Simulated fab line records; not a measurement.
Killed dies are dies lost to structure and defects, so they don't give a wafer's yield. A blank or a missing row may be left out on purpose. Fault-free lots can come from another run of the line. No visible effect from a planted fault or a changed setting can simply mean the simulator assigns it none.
fab line records	flow ritCmos
[record] lots = 7	wafers = 21	lastDay = 7
route steps=202 shown NSD@139 PSD@142 SDANNEAL@153 PLDD@159 NLDD@160 SILICIDE@161 CONTACT@168 M1@202
lots untouched by any fault: they come from a run of this same line in which no faults occurred
startH: the number of hours between the record's first day and the start of the first shown wafer of the lot	waitH: time in hours since the lot's previous step	" same as the row above	L1.1+2: several wafers, shown together as one row	- either no value or no given start	* or withheld: withheld	< > ~ a bound
route shown NAME@n: names a module that has steps shown in the file, with the first one's number in the route	usual: mean/standard deviation of fault-free wafers	same: alike in all rows	chamber/n: place in a boat	sites: the reading at each site	_std_site: how widely they spread, as a standard deviation	_edge_site: mean of outer sites minus mean of inner sites	radiusMm: for every site, how far away it sits from the centre of the wafer	mask NAME#n: copy n	behind: tool/chamber where the wafer was last shaped	hold: why the lot went on hold/how many hours it stayed there/how the hold came to an end	device: the transistor (n, p or np) that didn't switch	end of line: the route-end tests of the same wafers	where a step has no rows: the recipe by itself	killed: not the wafer's yield, but the dies lost to structure and defects at the first sort	map: a wafer's dies, marking killed ones x, the rest . and places with no die _
set.NAME: the setting as run; set.NAME@STEP: as run at that earlier step	model.NAME: the simulator's own value behind a step, which no gauge read
lots at some steps of the route; a table a step, a row a wafer
services: when a tool's chamber went out of use (startH, in hours from the record's first day, below 0 if earlier), for how many hours, and the reason
[[steps]]
[step RIT_NSD_IMPLANT_08]
[recipe] species = P	energyKev = 25	doseCm2 = 1e+15	tiltDeg = 7
[step RIT_NSD_STRIP_09]
[recipe] chemistry = O2	timeS = 180	resist = NOVOLAK	platenTempC = withheld	powerW = 500	pressureMtorr = 4000	o2FlowSccm = 4000
[usual] drypumpMotorCurrentA = 5.6/0.35
[same] timeS = 180
lot.wafer	tool	chamber	startH	waitH	drypumpMotorCurrentA	rfHoursCounterH
L192.2	plasmaAsher-03	1	52.28	0.1	5.3	41
L192.3	"	1	"	"	5.3	-
L192.6	"	1	"	"	5.3	-
L193.2	plasmaAsher-03	1	54.69	0.1	5.3	42
L193.4	"	0	"	"	5.5	-
L193.5	"	0	"	"	5.5	-
L202.1	plasmaAsher-02	0	105.43	0.1	6.4	45
L202.5	"	0	"	"	6.4	-
L202.6	"	1	"	"	5.4	-
L204.1	plasmaAsher-03	1	112.39	0.1	5.3	48
L204.2	"	0	"	"	5.5	48
L204.4	"	1	"	"	5.3	-
L205.1	plasmaAsher-04	0	117.61	0.1	5.2	33
L205.3	"	1	"	"	5.7	-
L205.6	"	1	"	"	5.7	-
L214.2	plasmaAsher-04	1	160.15	0.1	5.7	37
L214.5	"	0	"	"	5.3	-
L214.6	"	1	"	"	5.7	-
L215.1	plasmaAsher-02	0	165.59	0.1	6.4	51
L215.2	"	1	"	"	5.4	51
L215.3	"	0	"	"	6.4	-
[step RIT_NSD_TW_MEAS_10]
[usual] NSD_TW = 3143/36
lot.wafer	tool	chamber	startH	waitH	NSD_TW
L192.2	filmMetro-04	-	52.47	0.1	3074
L192.3	"	-	"	"	3063
L192.6	"	-	"	"	3070
L193.2	filmMetro-01	-	54.87	0.1	3158
L193.4	"	-	"	"	3148
L193.5	"	-	"	"	3149
L202.1	filmMetro-03	-	105.60	0.1	3162
L202.5	"	-	"	"	3155
L202.6	"	-	"	"	3173
L204.1	filmMetro-01	-	112.56	0.1	3167
L204.2	"	-	"	"	3158
L204.4	"	-	"	"	3169
L205.1	filmMetro-03	-	117.78	0.1	3164
L205.3	"	-	"	"	3157
L205.6	"	-	"	"	3140
L214.2	filmMetro-01	-	160.34	0.1	3176
L214.5	"	-	"	"	3173
L214.6	"	-	"	"	3167
L215.1	filmMetro-03	-	165.77	0.1	3159
L215.2	"	-	"	"	3170
L215.3	"	-	"	"	3161
[step RIT_PSD_HMDS_00]
[recipe] primeTimeS = 60	primeTempC = 140
[step RIT_PSD_COAT_01]
[recipe] resist = NOVOLAK	spinRpm = 3250	resistThkNm = 1000
[step RIT_PSD_SOFTBAKE_02]
[recipe] resist = NOVOLAK	tempC = 89.18	timeS = 60
[step RIT_PSD_EXPOSE_03]
[recipe] maskId = M10	na = 0.57	targetCdNm = 40900	doseMj = 250
[step RIT_PSD_PEB_04]
[recipe] resist = NOVOLAK	tempC = withheld	timeS = withheld
[step RIT_PSD_DEVELOP_05]
[recipe] resist = NOVOLAK	developTimeS = 50	devTempC = 23
[step RIT_PSD_OVL_MEAS_06]
[usual] PSD_OVL = 0.1/1.2
lot.wafer	tool	chamber	startH	waitH	PSD_OVL[nm]
L192.2	overlay-02	-	53.37	-	1.3
L192.3	"	-	"	"	0.1
L192.6	"	-	"	"	-0.9
L193.2	overlay-02	-	55.78	-	-0.1
L193.4	"	-	"	"	1.0
L193.5	"	-	"	"	1.9
L202.1	overlay-01	-	106.51	-	-1.8
L202.5	"	-	"	"	-1.3
L202.6	"	-	"	"	-1.5
L204.1	overlay-01	-	113.65	-	0.1
L204.2	"	-	"	"	0.4
L204.4	"	-	"	"	-0.3
L205.1	overlay-01	-	119.13	-	-1.5
L205.3	"	-	"	"	-0.6
L205.6	"	-	"	"	-1.0
L214.2	overlay-01	-	161.37	-	-0.5
L214.5	"	-	"	"	-0.7
L214.6	"	-	"	"	-0.2
L215.1	overlay-01	-	166.68	-	-2.2
L215.2	"	-	"	"	-1.7
L215.3	"	-	"	"	0.2
[step RIT_PSD_HARDBAKE_07]
[recipe] resist = NOVOLAK	tempC = 140	timeS = 60
[step RIT_PSD_IMPLANT_08]
[recipe] species = BF2	energyKev = 27	doseCm2 = 5e+15	tiltDeg = 7
[step RIT_PSD_STRIP_09]
[recipe] chemistry = O2	timeS = 180	resist = NOVOLAK	platenTempC = withheld	powerW = 500	pressureMtorr = 4000	o2FlowSccm = 4000
[usual] drypumpMotorCurrentA = 5.6/0.31
[same] timeS = 180
lot.wafer	tool	chamber	startH	waitH	drypumpMotorCurrentA	rfHoursCounterH
L192.2	plasmaAsher-01	1	53.70	0.1	5.5	41
L192.3	"	1	"	"	5.5	-
L192.6	"	0	"	"	5.4	-
L193.2	plasmaAsher-04	1	56.22	0.1	5.7	27
L193.4	"	1	"	"	5.7	-
L193.5	"	0	"	"	5.3	-
L202.1	plasmaAsher-04	0	106.85	0.1	5.3	31
L202.5	"	1	"	"	5.7	-
L202.6	"	0	"	"	5.3	-
L204.1	plasmaAsher-04	1	113.98	0.1	5.7	32
L204.2	"	0	"	"	5.3	32
L204.4	"	1	"	"	5.7	-
L205.1	plasmaAsher-04	0	119.46	0.1	5.3	33
L205.3	"	1	"	"	5.7	-
L205.6	"	0	"	"	5.3	-
L214.2	plasmaAsher-02	1	161.70	0.1	5.5	51
L214.5	"	1	"	"	5.4	-
L214.6	"	0	"	"	6.4	-
L215.1	plasmaAsher-01	0	167.02	0.1	5.4	5
L215.2	"	1	"	"	5.5	5
L215.3	"	1	"	"	5.5	-
[step RIT_PSD_TW_MEAS_10]
[usual] PSD_TW = 3433/56
lot.wafer	tool	chamber	startH	waitH	PSD_TW
L192.2	filmMetro-01	-	53.89	0.1	3462
L192.3	"	-	"	"	3460
L192.6	"	-	"	"	3460
L193.2	filmMetro-03	-	56.40	0.1	3512
L193.4	"	-	"	"	3444
L193.5	"	-	"	"	3478
L202.1	filmMetro-03	-	107.02	0.1	3485
L202.5	"	-	"	"	3459
L202.6	"	-	"	"	3467
L204.1	filmMetro-04	-	114.16	0.1	3350
L204.2	"	-	"	"	3359
L204.4	"	-	"	"	3358
L205.1	filmMetro-03	-	119.64	0.1	3464
L205.3	"	-	"	"	3455
L205.6	"	-	"	"	3456
L214.2	filmMetro-03	-	161.88	0.1	3453
L214.5	"	-	"	"	3469
L214.6	"	-	"	"	3457
L215.1	filmMetro-04	-	167.19	0.1	3343
L215.2	"	-	"	"	3360
L215.3	"	-	"	"	3355
[step RIT_SDANNEAL_CLEAN_00]
[recipe] chemistry = SC1	mix = 3:3:50	timeS = 600	tempC = 75
[step RIT_SDANNEAL_CLEAN_01]
[recipe] chemistry = dHF	dilution = 50:1	timeS = 30
[step RIT_SDANNEAL_CLEAN_02]
[recipe] chemistry = SC2	mix = 3:3:50	timeS = 600	tempC = 75	dry = n2Spin
[step RIT_SDANNEAL_RTA_03]
[recipe] tempC = 1050	timeS = 5	idleTempC = 600	rampUpCPerS = 342	rampDownCPerS = 171	coolToC = 600	ambient = N2
[usual] wafer_temp_C_max = 1053.5/1.1
[same] timeS = 5
lot.wafer	tool	chamber	startH	waitH	wafer_temp_C_max
L192.2	rtpAnneal-01	0	54.33	0.0	1052.7
L192.3	"	0	"	"	1055.5
L192.6	"	0	"	"	1053.9
L193.2	rtpAnneal-02	0	56.83	0.0	1052.3
L193.4	"	0	"	"	1052.3
L193.5	"	0	"	"	1054.1
L202.1	rtpAnneal-01	0	107.45	0.0	1051.9
L202.5	"	0	"	"	1051.7
L202.6	"	0	"	"	1051.3
L204.1	rtpAnneal-01	0	114.79	0.0	1054.2
L204.2	"	0	"	"	1052.2
L204.4	"	0	"	"	1052.2
L205.1	rtpAnneal-02	0	120.10	0.0	1053.9
L205.3	"	0	"	"	1053.6
L205.6	"	0	"	"	1052.1
L214.2	rtpAnneal-01	0	162.38	0.0	1053.6
L214.5	"	0	"	"	1052.9
L214.6	"	0	"	"	1052.6
L215.1	rtpAnneal-02	0	167.65	0.0	1054.8
L215.2	"	0	"	"	1052.2
L215.3	"	0	"	"	1052.7
[step RIT_SDANNEAL_RS_MEAS_04]
[recipe] thkMeasGauge = four-point-probe
[usual] PSD_RS = 115.9/0.33
lot.wafer	tool	chamber	startH	waitH	PSD_RS[ohm/sq]
L192.2	filmMetro-04	-	54.44	0.1	116.2
L192.3	"	-	"	"	115.8
L192.6	"	-	"	"	116.2
L193.2	filmMetro-03	-	56.90	0.1	115.9
L193.4	"	-	"	"	116.1
L193.5	"	-	"	"	116.0
L202.1	filmMetro-04	-	107.51	0.0	116.6
L202.5	"	-	"	"	116.4
L202.6	"	-	"	"	116.3
L204.1	filmMetro-04	-	114.85	0.0	116.4
L204.2	"	-	"	"	116.3
L204.4	"	-	"	"	116.1
L205.1	filmMetro-03	-	120.16	0.0	115.7
L205.3	"	-	"	"	115.7
L205.6	"	-	"	"	116.1
L214.2	filmMetro-04	-	162.45	0.1	116.4
L214.5	"	-	"	"	116.5
L214.6	"	-	"	"	116.4
L215.1	filmMetro-01	-	167.71	0.0	115.4
L215.2	"	-	"	"	115.2
L215.3	"	-	"	"	115.8
[step RIT_SDANNEAL_RS_MEAS_05]
[recipe] thkMeasGauge = four-point-probe
[usual] NSD_RS = 84.5/0.33
lot.wafer	tool	chamber	startH	waitH	NSD_RS[ohm/sq]
L192.2	filmMetro-04	-	54.56	0.1	84.7
L192.3	"	-	"	"	84.7
L192.6	"	-	"	"	84.8
L193.2	filmMetro-03	-	57.02	0.1	84.0
L193.4	"	-	"	"	84.1
L193.5	"	-	"	"	83.9
L202.1	filmMetro-04	-	107.63	0.1	84.3
L202.5	"	-	"	"	84.3
L202.6	"	-	"	"	84.5
L204.1	filmMetro-04	-	114.97	0.1	84.0
L204.2	"	-	"	"	84.3
L204.4	"	-	"	"	84.1
L205.1	filmMetro-03	-	120.28	0.1	84.7
L205.3	"	-	"	"	84.4
L205.6	"	-	"	"	84.7
L214.2	filmMetro-04	-	162.57	0.1	84.8
L214.5	"	-	"	"	84.7
L214.6	"	-	"	"	84.6
L215.1	filmMetro-01	-	167.83	0.1	84.7
L215.2	"	-	"	"	84.5
L215.3	"	-	"	"	84.8
[step RIT_SDANNEAL_RS_MEAS_06]
[recipe] thkMeasGauge = four-point-probe
[usual] PLDD_RS = 178.6/0.5
lot.wafer	tool	chamber	startH	waitH	PLDD_RS[ohm/sq]
L192.2	filmMetro-04	-	54.68	0.1	178.6
L192.3	"	-	"	"	178.7
L192.6	"	-	"	"	178.9
L193.2	filmMetro-03	-	57.14	0.1	178.0
L193.4	"	-	"	"	178.4
L193.5	"	-	"	"	178.7
L202.1	filmMetro-04	-	107.75	0.1	178.6
L202.5	"	-	"	"	178.5
L202.6	"	-	"	"	178.4
L204.1	filmMetro-04	-	115.09	0.1	178.6
L204.2	"	-	"	"	178.6
L204.4	"	-	"	"	178.6
L205.1	filmMetro-03	-	120.40	0.1	178.3
L205.3	"	-	"	"	178.4
L205.6	"	-	"	"	178.5
L214.2	filmMetro-04	-	162.69	0.1	178.4
L214.5	"	-	"	"	179.4
L214.6	"	-	"	"	178.5
L215.1	filmMetro-01	-	167.95	0.1	178.0
L215.2	"	-	"	"	178.1
L215.3	"	-	"	"	178.4
[step RIT_SDANNEAL_RS_MEAS_07]
[recipe] thkMeasGauge = four-point-probe
[usual] NLDD_RS = 150.4/0.47
lot.wafer	tool	chamber	startH	waitH	NLDD_RS[ohm/sq]
L192.2	filmMetro-04	-	54.80	0.1	150.9
L192.3	"	-	"	"	150.5
L192.6	"	-	"	"	151.0
L193.2	filmMetro-03	-	57.26	0.1	150.1
L193.4	"	-	"	"	150.2
L193.5	"	-	"	"	150.2
L202.1	filmMetro-04	-	107.87	0.1	149.8
L202.5	"	-	"	"	150.2
L202.6	"	-	"	"	150.7
L204.1	filmMetro-04	-	115.21	0.1	150.2
L204.2	"	-	"	"	150.2
L204.4	"	-	"	"	151.0
L205.1	filmMetro-03	-	120.52	0.1	150.2
L205.3	"	-	"	"	150.4
L205.6	"	-	"	"	150.2
L214.2	filmMetro-04	-	162.81	0.1	151.0
L214.5	"	-	"	"	150.3
L214.6	"	-	"	"	150.3
L215.1	filmMetro-01	-	168.07	0.1	150.6
L215.2	"	-	"	"	151.1
L215.3	"	-	"	"	150.9
[step RIT_SILICIDE_WET_ETCH_00]
[recipe] chemistry = BOE	target = SiO2	targetDepthNm = 14	timeS = 15	dry = n2Spin	dilution = 10:1	tempC = 21.5
[step RIT_SILICIDE_SPUTTER_01]
[recipe] material = Ti	targetThkNm = 30	powerW = 362.4	chamberPressurePa = 0.667	gas = Ar	timeS = 240	substrateTempC = 25
[step RIT_SILICIDE_RS_MEAS_02]
[recipe] thkMeasGauge = four-point-probe	reads = Ti_of_SILICIDE_SPUTTER_01
[usual] SILICIDE_TI_RS = 46.0/0.61
lot.wafer	tool	chamber	startH	waitH	SILICIDE_TI_RS[ohm/sq]
L192.2	filmMetro-02	-	55.10	0.1	45.2
L192.3	"	-	"	"	46.0
L192.6	"	-	"	"	45.1
L193.2	filmMetro-02	-	57.54	0.1	46.0
L193.4	"	-	"	"	45.5
L193.5	"	-	"	"	45.6
L202.1	filmMetro-02	-	108.15	0.1	46.4
L202.5	"	-	"	"	46.6
L202.6	"	-	"	"	46.6
L204.1	filmMetro-01	-	115.49	0.1	44.9
L204.2	"	-	"	"	45.4
L204.4	"	-	"	"	45.5
L205.1	filmMetro-02	-	120.80	0.1	46.3
L205.3	"	-	"	"	45.8
L205.6	"	-	"	"	45.7
L214.2	filmMetro-01	-	163.09	0.1	46.0
L214.5	"	-	"	"	46.3
L214.6	"	-	"	"	46.1
L215.1	filmMetro-02	-	168.36	0.1	45.7
L215.2	"	-	"	"	47.2
L215.3	"	-	"	"	45.8
[step RIT_SILICIDE_THK_MEAS_03]
[recipe] thkMeasGauge = xrf	reads = Ti_of_SILICIDE_SPUTTER_01
[usual] SILICIDE_TI_THK = 30.8/0.35
lot.wafer	tool	chamber	startH	waitH	SILICIDE_TI_THK[nm]
L192.2	filmMetro-02	-	55.21	0.1	31.0
L192.3	"	-	"	"	30.6
L192.6	"	-	"	"	31.3
L193.2	filmMetro-02	-	57.65	0.1	30.7
L193.4	"	-	"	"	30.9
L193.5	"	-	"	"	31.0
L202.1	filmMetro-02	-	108.27	0.1	30.5
L202.5	"	-	"	"	30.4
L202.6	"	-	"	"	30.6
L204.1	filmMetro-01	-	115.61	0.1	31.8
L204.2	"	-	"	"	31.4
L204.4	"	-	"	"	31.3
L205.1	filmMetro-02	-	120.92	0.1	30.8
L205.3	"	-	"	"	31.0
L205.6	"	-	"	"	31.0
L214.2	filmMetro-01	-	163.20	0.1	30.9
L214.5	"	-	"	"	30.8
L214.6	"	-	"	"	30.8
L215.1	filmMetro-02	-	168.48	0.1	31.0
L215.2	"	-	"	"	30.1
L215.3	"	-	"	"	30.7
[step RIT_SILICIDE_RTA_04]
[recipe] tempC = 650	timeS = 10	idleTempC = 25	rampUpS = 5	rampDownS = 5	coolToC = 25	ambient = N2
[usual] wafer_temp_C_max = 652.6/0.84
[same] timeS = 10
lot.wafer	tool	chamber	startH	waitH	wafer_temp_C_max
L192.2	rtpAnneal-02	0	55.28	0.1	653.1
L192.3	"	0	"	"	654.4
L192.6	"	0	"	"	653.3
L193.2	rtpAnneal-01	0	57.72	0.1	651.8
L193.4	"	0	"	"	652.4
L193.5	"	0	"	"	651.5
L202.1	rtpAnneal-02	0	108.33	0.1	653.5
L202.5	"	0	"	"	653.0
L202.6	"	0	"	"	654.4
L204.1	rtpAnneal-02	0	115.67	0.1	654.9
L204.2	"	0	"	"	652.8
L204.4	"	0	"	"	652.6
L205.1	rtpAnneal-01	0	120.98	0.1	652.2
L205.3	"	0	"	"	651.6
L205.6	"	0	"	"	652.0
L214.2	rtpAnneal-02	0	163.26	0.1	652.6
L214.5	"	0	"	"	652.6
L214.6	"	0	"	"	651.6
L215.1	rtpAnneal-01	0	168.54	0.1	653.3
L215.2	"	0	"	"	652.3
L215.3	"	0	"	"	653.0
[step RIT_SILICIDE_WET_ETCH_05]
[recipe] chemistry = SPM	target = Ti	tempC = 90	timeS = 120	dry = n2Spin
[step RIT_SILICIDE_RTA_06]
[recipe] tempC = 750	timeS = 10	idleTempC = 25	rampUpS = 5	rampDownS = 10	coolToC = 25	ambient = N2
[step RIT_CONTACT_CVD_00]
[recipe] material = SiO2	targetThkNm = 400	precursor = TEOS	tempC = 390	timeS = 61	rfW = 400
[step RIT_CONTACT_THK_MEAS_01]
[recipe] reads = SiO2_of_CONTACT_CVD_00
[usual] CONTACT_TEOS_THK = 399/5
lot.wafer	tool	chamber	startH	waitH	CONTACT_TEOS_THK[nm]
L192.2	filmMetro-04	-	55.57	0.0	396
L192.3	"	-	"	"	391
L192.6	"	-	"	"	402
L193.2	filmMetro-03	-	58.00	0.0	393
L193.4	"	-	"	"	403
L193.5	"	-	"	"	404
L202.1	filmMetro-04	-	108.56	0.0	396
L202.5	"	-	"	"	399
L202.6	"	-	"	"	402
L204.1	filmMetro-04	-	115.90	0.0	395
L204.2	"	-	"	"	394
L204.4	"	-	"	"	401
L205.1	filmMetro-04	-	121.27	0.0	395
L205.3	"	-	"	"	399
L205.6	"	-	"	"	403
L214.2	filmMetro-02	-	163.49	0.0	400
L214.5	"	-	"	"	401
L214.6	"	-	"	"	405
L215.1	filmMetro-02	-	168.76	0.0	398
L215.2	"	-	"	"	397
L215.3	"	-	"	"	394
[step RIT_CONTACT_HMDS_02]
[recipe] primeTimeS = 60	primeTempC = 140
[step RIT_CONTACT_COAT_03]
[recipe] resist = NOVOLAK	spinRpm = 3250	resistThkNm = 1000
[step RIT_CONTACT_SOFTBAKE_04]
[recipe] resist = NOVOLAK	tempC = 90	timeS = 60
[step RIT_CONTACT_EXPOSE_05]
[recipe] maskId = M11	na = 0.6	sourceShape = conventional	sigmaOuter = 0.5	targetCdNm = 1000	doseMj = 250
[step RIT_CONTACT_PEB_06]
[recipe] resist = NOVOLAK	tempC = withheld	timeS = withheld
[step RIT_CONTACT_DEVELOP_07]
[recipe] resist = NOVOLAK	developTimeS = 120	devTempC = 23
[step RIT_CONTACT_CD_MEAS_08]
[recipe] targetCdNm = 1000
[usual] cdNm = 999.5/2.4
lot.wafer	tool	chamber	startH	waitH	cdNm
L192.2	cdSem-02	-	56.64	-	999.9
L192.3	"	-	"	"	997.7
L192.6	"	-	"	"	998.9
L193.2	cdSem-02	-	59.04	-	999.1
L193.4	"	-	"	"	1000.4
L193.5	"	-	"	"	1001.6
L202.1	cdSem-02	-	109.58	-	1000.8
L202.5	"	-	"	"	1000.0
L202.6	"	-	"	"	999.3
L204.1	cdSem-02	-	117.11	-	997.5
L204.2	"	-	"	"	997.9
L204.4	"	-	"	"	996.6
L205.1	cdSem-02	-	122.30	-	1001.1
L205.3	"	-	"	"	998.7
L205.6	"	-	"	"	999.4
L214.2	cdSem-02	-	164.53	-	998.6
L214.5	"	-	"	"	999.6
L214.6	"	-	"	"	997.3
L215.1	cdSem-01	-	169.91	-	998.1
L215.2	"	-	"	"	1000.2
L215.3	"	-	"	"	1000.0
[step RIT_CONTACT_OVL_MEAS_09]
[usual] CONTACT_OVL = -0.3/1.2
lot.wafer	tool	chamber	startH	waitH	CONTACT_OVL[nm]
L192.2	overlay-01	-	56.75	0.1	-0.3
L192.3	"	-	"	"	-1.4
L192.6	"	-	"	"	-0.7
L193.2	overlay-02	-	59.15	0.1	-0.4
L193.4	"	-	"	"	-0.1
L193.5	"	-	"	"	-0.4
L202.1	overlay-01	-	109.70	0.1	1.0
L202.5	"	-	"	"	1.8
L202.6	"	-	"	"	2.9
L204.1	overlay-02	-	117.23	0.1	-0.3
L204.2	"	-	"	"	0.1
L204.4	"	-	"	"	-0.7
L205.1	overlay-02	-	122.42	0.1	-0.6
L205.3	"	-	"	"	0.9
L205.6	"	-	"	"	-0.1
L214.2	overlay-01	-	164.63	0.1	-1.9
L214.5	"	-	"	"	-1.2
L214.6	"	-	"	"	-2.6
L215.1	overlay-01	-	170.03	0.1	-1.3
L215.2	"	-	"	"	-0.7
L215.3	"	-	"	"	-1.0
[step RIT_CONTACT_HARDBAKE_10]
[recipe] resist = NOVOLAK	tempC = 140	timeS = 60
[step RIT_CONTACT_ETCH_11]
[recipe] targetDepthA = 4800	overEtchFrac = 0.2	stopOn = TiSi2	chemistry = CHF3/CF4/Ar	target = SiO2	CHF3_flow_sccm = 50	cf4FlowSccm = 10	Ar_flow_sccm = 100	O2_flow_sccm = 5	pressureMtorr = 100	rfW = 200	timeS = 320
[usual] drypumpMotorCurrentA = 5.8/0.43	mfcArSccm = 100.06/0.29	oesProductAu = 0.980/0.018	throttleValvePct = 8.83/0.16
[same] timeS = 320
lot.wafer	tool	chamber	startH	waitH	drypumpMotorCurrentA	mfcArSccm	oesProductAu	rfHoursCounterH	throttleValvePct
L192.2	rieDiel-01	0	56.93	0.1	5.8	100.13	0.985	0	8.58
L192.3	"	3	"	"	5.6	99.77	1.005	32	9.10
L192.6	"	0	"	"	5.7	100.23	0.975	-	8.58
L193.2	rieDiel-04	3	59.33	0.1	6.5	100.25	0.978	5	8.93
L193.4	"	1	"	"	5.7	100.28	0.982	78	8.61
L193.5	"	2	"	"	6.4	100.46	0.978	-	8.94
L202.1	rieDiel-02	1	109.89	0.1	5.3	100.15	1.006	15	8.77
L202.5	"	3	"	"	6.3	100.26	0.962	-	8.97
L202.6	"	0	"	"	5.9	99.65	0.959	-	8.98
L204.1	rieDiel-04	3	117.61	0.1	6.5	99.97	0.981	6	8.93
L204.2	"	1	"	"	5.7	99.83	0.985	79	8.60
L204.4	"	1	"	"	5.7	99.59	0.977	-	8.60
L205.1	rieDiel-02	2	122.60	0.1	5.5	99.79	1.012	145	8.67
L205.3	"	1	"	"	5.2	100.07	1.012	15	8.76
L205.6	"	0	"	"	5.9	100.22	0.963	-	8.97
L214.2	rieDiel-04	0	165.00	0.1	5.3	100.05	0.955	114	8.76
L214.5	"	0	"	"	5.3	100.27	0.957	-	8.78
L214.6	"	3	"	"	6.5	100.01	0.981	-	8.93
L215.1	rieDiel-02	1	170.22	0.1	5.3	100.04	1.007	16	8.77
L215.2	"	0	"	"	5.8	100.38	0.957	137	8.98
L215.3	"	2	"	"	5.4	100.75	1.004	146	8.66
[step RIT_CONTACT_STRIP_12]
[recipe] chemistry = O2	timeS = 180	resist = NOVOLAK	platenTempC = withheld	powerW = 500	pressureMtorr = 4000	o2FlowSccm = 4000
[usual] drypumpMotorCurrentA = 5.45/0.14
[same] timeS = 180
lot.wafer	tool	chamber	startH	waitH	drypumpMotorCurrentA	rfHoursCounterH
L192.2	plasmaAsher-04	1	57.12	0.1	5.73	27
L192.3	"	0	"	"	5.28	-
L192.6	"	1	"	"	5.74	-
L193.2	plasmaAsher-03	0	59.52	0.1	5.57	42
L193.4	"	1	"	"	5.35	-
L193.5	"	0	"	"	5.58	-
L202.1	plasmaAsher-03	0	110.08	0.1	5.53	48
L202.5	"	1	"	"	5.31	-
L202.6	"	0	"	"	5.53	-
L204.1	plasmaAsher-01	0	117.80	0.1	5.40	0
L204.2	"	1	"	"	5.47	0
L204.4	"	1	"	"	5.45	-
L205.1	plasmaAsher-03	0	122.80	0.1	5.55	49
L205.3	"	0	"	"	5.54	-
L205.6	"	1	"	"	5.31	-
L214.2	plasmaAsher-01	1	165.20	0.1	5.43	5
L214.5	"	0	"	"	5.42	-
L214.6	"	1	"	"	5.45	-
L215.1	plasmaAsher-01	0	170.41	0.1	5.40	6
L215.2	"	1	"	"	5.47	6
L215.3	"	1	"	"	5.48	-
[step RIT_M1_PROBE_99]
[usual] killed_at_M0_to_M3 = 0.0/0.14	killedAtContacts = 0.1/0.34	killedAtFrontEnd = 6.6/2.7	killedDies = 6.7/2.7	killedOpen = 3.5/1.9	killedShort = 3.1/1.8
[same] grossDies = 264	killed_at_M4_up = 0	killedAtBackSide = 0	killedAtOther = 0
lot.wafer	tool	chamber	startH	waitH	killed_at_M0_to_M3	killedAtContacts	killedAtFrontEnd	killedDies	killedOpen	killedShort
L202.1	prober-01	-	114.95	0.1	0	0	14	14	7	7
L202.5	prober-01	-	115.15	0.2	0	0	47	47	0	7
L202.6	prober-01	-	115.20	0.2	0	0	5	5	5	0
L204.1	prober-01	-	122.63	0.1	0	0	40	40	3	2
L204.4	prober-01	-	122.78	0.2	0	0	35	35	2	2
L205.3	prober-02	-	127.74	0.2	0	0	52	52	6	5
// killed by level:class
L202.1 GATE:geometricParticle:short=5 GATE:geometricParticle:open=4 FOX2:geometricParticle:short=1 REOX:geometricParticle:open=1 SPACER:geometricParticle:short=1 SPACER:geometricParticle:open=1 SILICIDE:geometricParticle:open=1
L202.5 PSD:unspecified=40 SILICIDE:geometricParticle:short=4 GATE:geometricParticle:short=2 FOX2:geometricParticle:short=1
L202.6 GATE:geometricParticle:open=2 REOX:geometricParticle:open=1 SPACER:geometricParticle:open=1 SILICIDE:geometricParticle:open=1
L204.1 PSD:unspecified=35 ACTIVE:geometricParticle:open=1 FOX1:geometricParticle:short=1 FOX2:geometricParticle:open=1 GATE:geometricParticle:open=1 SPACER:geometricParticle:short=1
L204.4 PSD:unspecified=31 FOX1:geometricParticle:short=1 GATE:geometricParticle:open=1 GATE:geometricParticle:short=1 REOX:geometricParticle:open=1
L205.3 PSD:unspecified=41 SILICIDE:geometricParticle:open=3 GATE:geometricParticle:short=2 REOX:geometricParticle:open=2 GATE:geometricParticle:open=1 REOX:geometricParticle:short=1 SPACER:geometricParticle:short=1 SILICIDE:geometricParticle:short=1
// map L202.5 (x killed, . not)
________....x.._______
_____......x.x....____
____.......xxxxx...___
___........xxxxxx...__
__........xxxxxxx.x.._
__........xxxxxxx...._
_...x.....xxxxxxxx....
_..........x.xx......x
_.....................
_.x...................
__..................._
__..................._
___....x............__
____......x....x...___
_____.............____
________....x.._______
// map L204.1 (x killed, . not)
________......x_______
_____.....x.......____
____......x.xxx....___
___........xxxxxx...__
__........xxxxxxx...._
__........x.xxxxx...._
_..........xxxxxx.x...
_......x..xxxxx......x
_.....................
_.....................
__..................._
__.x................._
___.................__
____...............___
_____.............____
________......._______
[[services]]
tool	chamber	startH	hours	kind
rieDiel-02	1	35.49	3.8	repair
rtpAnneal-01	-	36.98	7.1	pm
rieDiel-01	0	41.83	-	clean
rieDiel-01	0	41.83	14.3	scheduledDown
rieDiel-01	0	41.83	14.3	ventCycle
rtpAnneal-02	-	45.27	5.8	pm
rieDiel-02	2	63.37	2.7	repair
rieDiel-01	0	75.81	3.4	repair
rieDiel-04	2	85.69	40.9	repair
rieDiel-04	1	93.01	11.3	repair
plasmaAsher-01	-	105.73	1.2	repair
plasmaAsher-01	-	108.75	9.0	pm
plasmaAsher-01	0	108.75	9.0	ventCycle
plasmaAsher-01	1	108.75	9.0	ventCycle
plasmaAsher-01	0	117.75	-	clean
plasmaAsher-01	1	117.75	-	clean
rieDiel-04	2	138.04	3.8	repair
[[key]]
[firstSign] step = RIT_M1_PROBE_99	reading = killedAtFrontEnd	direction = up	sigmas = 14	usual = 6.6	struck = 43.5
[effect] step = RIT_M1_PROBE_99	reading = killedDies	direction = up	sigmas = 13	usual = 6.7	struck = 43.5
metAt RIT_PSD_STRIP_09
struckWafers L202.5,L204.1,L204.4,L205.3
testerLeftOut L202,L204,L205
onsetBetween 56.22 106.85
[fault] kind = chamberParticleSource	tool = plasmaAsher-04	chamber = 1	onsetH = 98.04	steps = RIT_PSD_STRIP_09	ratePerVisitCm2 = 1.3317	endH = 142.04
// testerLeftOut: of these lots the tester's yield and bins aren't shown, on N5 and GAA mostly nor the transistor test; their killed dies are dies lost to structure and defects alone, not to doping, threshold or leakage, so they don't give the yield
